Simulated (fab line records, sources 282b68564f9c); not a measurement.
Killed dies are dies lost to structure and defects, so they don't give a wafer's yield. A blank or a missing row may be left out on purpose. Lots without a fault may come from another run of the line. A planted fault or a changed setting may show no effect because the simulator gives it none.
fab line records | flow rit_cmos
record lots=5 wafers=15 last_day=6
route steps=202 shown M1@193
lots that met no fault: from a run of the same line without faults
start_h: hours from the record's first day to the start of the lot's first wafer shown | wait_h: hours since the lot's step before | " the same as in the row above | L1.1+2: a row that stands for several wafers | - no value, or no start given | * or withheld: withheld | < > ~ a bound
route shown NAME@n: a module of which the file shows steps, and the number in the route of the first | usual: mean/standard deviation of fault-free wafers | same: alike in all rows | chamber/n: place in a boat | sites: the reading at each site | _std_site: their standard deviation | _edge_site: outer sites' mean less inner sites' | radius_mm: how far each site lies from the wafer's centre | mask NAME#n: copy n | behind: the tool/chamber that last shaped the wafer | hold: why the lot was held/for how many hours/how that ended | device: the transistor (n, p or np) that didn't switch | end of line: the same wafers' tests at the end of the route | a step without rows: its recipe alone | killed: dies lost to structure and defects at the first sort, not the wafer's yield | map: a wafer's dies, x killed, . not, _ none there
set.NAME: the setting as run; set.NAME@STEP: as run at that earlier step | model.NAME: the simulator's own value behind a step, which no gauge read
lots at some steps of the route; a table a step, a row a wafer
services: from which hour (start_h, from the record's first day; less than 0 if before it) a tool's chamber was out of use, for how many hours, and why
## steps
# step RIT_M1_CD_MEAS_09
# recipe target_cd_nm=2600
# usual cd_nm=2600.4/2.1
# columns lot.wafer tool chamber start_h wait_h cd_nm
L074.1 cd_sem-02 - 65.66 - 2599.8
L074.2 " - " " 2602.6
L074.3 " - " " 2598.2
L075.1 cd_sem-02 - 69.05 - 2595.6
L075.3 " - " " 2597.6
L075.4 " - " " 2597.2
L077.1 cd_sem-02 - 81.08 - 2600.8
L077.3 " - " " 2601.4
L077.5 " - " " 2600.2
L090.3 cd_sem-01 - 140.98 - 2602.3
L090.4 " - " " 2601.2
L090.5 " - " " 2601.2
L091.1 cd_sem-02 - 148.93 - 2600.2
L091.4 " - " " 2598.5
L091.6 " - " " 2600.6
# step RIT_M1_OVL_MEAS_10
# usual M1_OVL=0.9/1.5
# columns lot.wafer tool chamber start_h wait_h M1_OVL[nm]
L074.1 overlay-02 - 65.78 0.1 1.7
L074.2 " - " " 2.4
L074.3 " - " " 1.4
L075.1 overlay-02 - 69.17 0.1 0.6
L075.3 " - " " 0.8
L075.4 " - " " 1.9
L077.1 overlay-02 - 81.20 0.1 -0.9
L077.3 " - " " -0.6
L077.5 " - " " 0.0
L090.3 overlay-02 - 141.07 0.1 0.8
L090.4 " - " " 2.5
L090.5 " - " " -1.2
L091.1 overlay-01 - 149.05 0.1 1.6
L091.4 " - " " 2.8
L091.6 " - " " 1.4
# step RIT_M1_HARDBAKE_11
# recipe resist=NOVOLAK temp_c=140 time_s=120
# usual exhaust_pa=45.0/0.81 heater_power_total_W=52.03/0.071
# columns lot.wafer tool chamber start_h wait_h exhaust_pa heater_power_total_W
L074.1 litho_track-03 0 65.81 0.0 45.7 51.90
L074.2 " 0 " " 45.1 51.97
L074.3 " 0 " " 44.7 52.09
L075.1 litho_track-03 0 69.21 0.0 46.4 52.03
L075.3 " 0 " " 44.9 52.14
L075.4 " 0 " " 45.1 52.07
L077.1 litho_track-01 0 81.23 0.0 45.2 52.08
L077.3 " 0 " " 43.3 52.06
L077.5 " 0 " " 45.3 52.08
L090.3 litho_track-03 0 141.18 0.1 44.1 52.00
L090.4 " 0 " " 45.2 52.05
L090.5 " 0 " " 45.1 52.02
L091.1 litho_track-03 0 149.09 0.0 43.9 51.98
L091.4 " 0 " " 45.6 51.95
L091.6 " 0 " " 44.5 52.05
# step RIT_M1_METAL_ETCH_12
# recipe stop_on=SiO2 chemistry=Cl2/BCl3 target=Al time_s=165 over_etch_frac=0.5 pressure_mtorr=100 target_depth_a=6000 rf_w=250 Cl2_flow_sccm=60 bcl3_flow_sccm=50
# usual chamber_pressure_mTorr=100.00/0.087 drypump_motor_current_A=5.8/0.47 oes_product_au=0.781/0.013 throttle_valve_pct=8.27/0.12
# columns lot.wafer tool chamber start_h wait_h chamber_pressure_mTorr drypump_motor_current_A oes_product_au rf_hours_counter_h throttle_valve_pct
L074.1 rie_metal-03 1 66.06 0.2 100.20 5.9 0.782 0 8.11
L074.2 " 0 " " 100.03 6.5 0.775 0 8.27
L074.3 " 0 " " 99.97 6.5 0.782 - 8.27
L075.1 rie_metal-02 1 69.46 0.2 100.02 5.8 0.789 4 8.19
L075.3 " 0 " " 99.87 5.1 0.769 - 8.28
L075.4 " 1 " " 99.96 5.8 0.781 - 8.19
L077.1 rie_metal-02 0 81.48 0.2 99.96 5.1 0.773 4 8.29
L077.3 " 1 " " 99.99 5.8 0.786 - 8.20
L077.5 " 0 " " 100.10 5.1 0.770 - 8.27
L090.3 rie_metal-02 0 141.40 0.2 100.05 5.1 0.765 - 8.29
L090.4 " 1 " " 99.99 5.7 0.774 - 8.20
L090.5 " 1 " " 100.12 5.7 0.780 - 8.19
L091.1 rie_metal-03 1 149.34 0.2 99.83 5.9 0.775 1 8.11
L091.4 " 1 " " 99.92 5.9 0.770 - 8.13
L091.6 " 1 " " 100.23 5.9 0.767 - 8.11
# step RIT_M1_STRIP_13
# recipe chemistry=nmp resist=NOVOLAK temp_c=80 time_s=600 dry=n2_spin
# columns lot.wafer tool chamber start_h wait_h
L074.1+2+3 wet_bench-03 1 66.28 0.1
L075.1+3+4 wet_bench-02 1 69.62 0.1
L077.1+3+5 wet_bench-04 0 81.65 0.1
L090.3+4+5 wet_bench-02 0 141.51 0.1
L091.1+4+6 wet_bench-02 1 149.50 0.1
# step RIT_M1_STRIP_14
# recipe chemistry=O2 time_s=180 platen_temp_c=withheld power_w=500 pressure_mtorr=4000 o2_flow_sccm=4000
# usual chamber_pressure_mTorr=4000/3.7 drypump_motor_current_A=5.9/0.37
# columns lot.wafer tool chamber start_h wait_h chamber_pressure_mTorr drypump_motor_current_A rf_hours_counter_h
L074.1 plasma_asher-02 1 66.47 0.0 4003 5.7 27
L074.2 " 0 " " 4001 6.2 27
L074.3 " 0 " " 4006 6.2 -
L075.1 plasma_asher-01 1 69.80 0.0 4000 6.1 43
L075.3 " 0 " " 4005 5.2 -
L075.4 " 1 " " 3998 6.1 -
L077.1 plasma_asher-02 1 81.82 0.0 3995 5.7 29
L077.3 " 0 " " 4005 6.2 -
L077.5 " 0 " " 4006 6.2 -
L090.3 plasma_asher-01 1 141.74 0.1 4003 6.0 -
L090.4 " 0 " " 3994 5.2 -
L090.5 " 1 " " 3994 6.1 -
L091.1 plasma_asher-04 1 149.68 0.0 3999 5.7 54
L091.4 " 0 " " 4004 6.4 -
L091.6 " 0 " " 3996 6.4 -
# step RIT_M1_CD_MEAS_90
# recipe target_cd_nm=2600
# usual cd_nm=2600.3/2.3
# columns lot.wafer tool chamber start_h wait_h cd_nm
L074.1 cd_sem-01 - 66.65 0.1 2601.5
L074.2 " - " " 2602.8
L074.3 " - " " 2599.5
L075.1 cd_sem-01 - 69.97 0.1 2597.1
L075.3 " - " " 2597.1
L075.4 " - " " 2598.8
L077.1 cd_sem-02 - 82.00 0.1 2598.5
L077.3 " - " " 2602.4
L077.5 " - " " 2599.3
L090.3 cd_sem-01 - 141.90 0.1 2602.9
L090.4 " - " " 2603.1
L090.5 " - " " 2602.3
L091.1 cd_sem-01 - 149.85 0.1 2599.5
L091.4 " - " " 2597.6
L091.6 " - " " 2600.2
# step RIT_M1_ANNEAL_15
# recipe temp_c=450 time_s=1800 ambient=forming_gas_H2N2
# usual zone_power_load_pct=6.25/0.061
# columns lot.wafer tool chamber start_h wait_h zone_power_load_pct
L074.1 furnace-02 0 66.77 0.1 6.20
L074.2 " 0 " " 6.24
L074.3 " 0 " " 6.21
L075.1 furnace-02 0 70.09 0.1 6.21
L075.3 " 0 " " 6.18
L075.4 " 0 " " 6.31
L077.1 furnace-02 0 82.94 0.9 6.11
L077.3 " 0 " " 6.28
L077.5 " 0 " " 6.37
L090.3 furnace-02 0 141.98 0.1 6.22
L090.4 " 0 " " 6.28
L090.5 " 0 " " 6.35
L091.1 furnace-02 0 149.97 0.1 6.20
L091.4 " 0 " " 6.28
L091.6 " 0 " " 6.24
# step RIT_M1_BOW_MEAS_16
# recipe mode=bow
# usual M1_BOW=17/6.8
# columns lot.wafer tool chamber start_h wait_h M1_BOW[um]
L074.1 film_metro-03 - 68.27 0.0 16
L074.2 " - " " 24
L074.3 " - " " 15
L075.1 film_metro-04 - 71.59 0.0 16
L075.3 " - " " 21
L075.4 " - " " 18
L077.1 film_metro-02 - 84.44 0.0 15
L077.3 " - " " 20
L077.5 " - " " 16
L090.3 film_metro-03 - 143.52 0.0 8
L090.4 " - " " 28
L090.5 " - " " 29
L091.1 film_metro-03 - 151.47 0.0 20
L091.4 " - " " 18
L091.6 " - " " 21
# step RIT_M1_PROBE_99
# usual defect_limited_yield=97.5/1.1 killed_at_contacts=0.0/0.22 killed_at_front_end=6.5/2.8 killed_dies=6.5/2.8 killed_open=3.2/1.8 killed_short=3.3/2 sort_bin_3_pad_short=0.1/0.23 sort_bin_5_function=1.5/0.77 sort_bin_6_memory=0.9/0.6 sort_n_pass=257.5/2.8 sort_yield_pct=97.5/1.1
# same gross_dies=264 killed_at_M0_to_M3=0 killed_at_M4_up=0 killed_at_back_side=0 killed_at_other=0
# columns lot.wafer tool chamber start_h wait_h defect_limited_yield[%] killed_at_contacts killed_at_front_end killed_dies killed_open killed_short sort_bin_3_pad_short[%] sort_bin_5_function[%] sort_bin_6_memory[%] sort_n_pass sort_yield_pct[%]
L074.1 prober-01 - 68.39 0.1 96.2 0 10 10 3 5 0.4 3.0 0.4 254.0 96.2
L074.2 prober-01 - 68.44 0.1 98.1 0 5 5 3 2 0 1.1 0.8 259.0 98.1
L074.3 prober-01 - 68.49 0.2 98.5 0 4 4 1 2 0.4 1.1 0 260.0 98.5
L075.1 prober-02 - 71.71 0.1 98.9 0 3 3 2 1 0 0.4 0.8 261.0 98.9
L075.3 prober-02 - 71.81 0.2 98.1 0 5 5 3 2 0 1.1 0.8 259.0 98.1
L075.4 prober-02 - 71.86 0.2 97.0 0 8 8 1 7 0 1.9 1.1 256.0 97.0
L090.3 prober-01 - 143.70 0.2 98.5 0 4 4 1 3 0.4 1.1 0 260.0 98.5
L090.4 prober-01 - 143.75 0.2 98.1 0 5 5 2 3 0 0.8 1.1 259.0 98.1
L090.5 prober-01 - 143.80 0.2 95.8 1 10 11 3 8 0.4 1.9 1.9 253.0 95.8
L091.1 prober-02 - 151.59 0.1 98.1 1 4 5 3 2 0 1.1 0.8 259.0 98.1
L091.4 prober-02 - 151.74 0.2 98.1 0 5 5 3 2 0 0.4 1.5 259.0 98.1
L091.6 prober-02 - 151.84 0.2 96.6 0 9 9 3 6 0.4 2.7 0.4 255.0 96.6
# killed by level:class
L074.1 GATE:geometric_particle:short=3 FOX1:geometric_particle:open=2 SILICIDE:geometric_particle:short=2 PLDD:coat_microbubble_printed=2 SILICIDE:geometric_particle:open=1
L074.2 FOX1:geometric_particle:short=2 FOX1:geometric_particle:open=1 GATE:geometric_particle:open=1 SPACER:geometric_particle:open=1
L074.3 FOX1:geometric_particle:short=1 GATE:geometric_particle:open=1 REOX:geometric_particle:short=1 PLDD:coat_microbubble_printed=1
L075.1 FOX1:geometric_particle:open=1 REOX:geometric_particle:open=1 SILICIDE:geometric_particle:short=1
L075.3 GATE:geometric_particle:open=2 FOX2:geometric_particle:short=1 SILICIDE:geometric_particle:open=1 SILICIDE:geometric_particle:short=1
L075.4 GATE:geometric_particle:short=4 FOX1:geometric_particle:short=2 GATE:geometric_particle:open=1 SILICIDE:geometric_particle:short=1
L090.3 GATE:geometric_particle:short=3 FOX2:geometric_particle:open=1
L090.4 SPACER:geometric_particle:short=2 GATE:geometric_particle:open=1 GATE:geometric_particle:short=1 SILICIDE:geometric_particle:open=1
L090.5 GATE:geometric_particle:short=7 GATE:geometric_particle:open=3 CONTACT:geometric_particle:short=1
L091.1 GATE:geometric_particle:open=1 REOX:geometric_particle:open=1 SPACER:geometric_particle:short=1 SILICIDE:geometric_particle:open=1 CONTACT:geometric_particle:short=1
L091.4 GATE:geometric_particle:open=3 GATE:geometric_particle:short=1 SILICIDE:geometric_particle:short=1
L091.6 GATE:geometric_particle:short=4 FOX1:geometric_particle:short=1 FOX1:geometric_particle:open=1 GATE:geometric_particle:open=1 REOX:geometric_particle:open=1 REOX:geometric_particle:short=1
## services
# columns tool chamber start_h hours kind
rie_metal-03 - 46.15 15.6 pm
wet_bench-03 - 57.75 1.9 pm
plasma_asher-01 - 75.98 2.8 pm
plasma_asher-01 - 108.75 9.0 pm
plasma_asher-01 0 108.75 9.0 vent_cycle
plasma_asher-01 1 108.75 9.0 vent_cycle
plasma_asher-01 0 117.75 - clean
plasma_asher-01 1 117.75 - clean
plasma_asher-02 - 119.58 1.3 repair
wet_bench-03 - 121.45 1.7 repair
plasma_asher-01 - 123.57 7.8 repair
## key
fault none
